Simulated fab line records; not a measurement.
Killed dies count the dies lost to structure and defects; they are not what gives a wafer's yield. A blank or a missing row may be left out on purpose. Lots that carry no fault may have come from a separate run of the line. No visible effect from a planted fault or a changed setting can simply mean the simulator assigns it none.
The same fault as seen by 2 desks | flow rit-cmos | what lay behind the numbers comes last; until then each desk has only its own

## AT THE TOOL OWNER'S DESK: furnace-03
The tool's own readings at RIT_FOX2_OXIDATION_00 (target thk 350.7 nm, ox time 1158 s): means of the sampled wafers that have a number, for each lot that ran on this tool. The brackets show how far a lot's mean lies from the usual mean; more than 4 standard deviations puts the lot out of limits, marked OUT.
Columns: A = spike-tc-source-C at RIT_FOX2_OXIDATION_00, usual 1124 C
lot  | first seen here | A
L224 | day 2 18:38     | 1128
L225 | day 3 00:14     | 1128
L226 | day 3 07:32     | 1128
L233 | day 4 17:53     | 1129
L238 | day 6 00:37     | 1127
L239 | day 6 03:01     | 1128
Finding of this desk: none of the 6 lots has anything out of limits.

## THE METROLOGY DESK
What the gauges read, lot by lot, whatever tool the lot ran on: means of the sampled wafers that have a number. The brackets show how far a lot's mean lies from the usual mean; more than 4 standard deviations puts the lot out of limits, marked OUT.
Columns: A = NSD_RS at RIT_SDANNEAL_RS_MEAS_05, usual 84.5 ohm/sq; B = cd-nm at RIT_CONTACT_CD_MEAS_08, usual 1000.5 nm
lot  | first seen here | A    | B
L219 | day 3 08:11     | 83.9 | 1003.6
L220 | day 3 14:49     | 84.3 | 1000.1
L221 | day 3 18:20     | 84.3 | 999.3
L222 | day 4 00:59     | 84.2 | 1002.8
L224 | day 4 08:22     | 84.5 | 1000.0
L225 | day 4 10:40     | 84.1 | 1000.6
L226 | day 4 19:28     | 85.2 | 1002.6
L229 | day 5 11:42     | 84.8 | 998.2
L230 | day 5 14:59     | 84.2 | 1001.1
L231 | day 5 15:50     | 84.7 | 1004.0
L233 | day 6 06:14     | 84.4 | 998.6
L238 | day 7 19:54     | 84.6 | 997.5
L239 | day 8 01:49     | 84.1 | 1000.1
L242 | day 8 12:10     | 84.4 | 998.1
Finding of this desk: none of the 14 lots has anything out of limits.

## PUT TOGETHER
Nothing out of limits was seen by the tool owner's desk.
Metrology desk: nothing out of limits seen.

## WHAT HAD BEEN PUT IN BY THE SIMULATOR
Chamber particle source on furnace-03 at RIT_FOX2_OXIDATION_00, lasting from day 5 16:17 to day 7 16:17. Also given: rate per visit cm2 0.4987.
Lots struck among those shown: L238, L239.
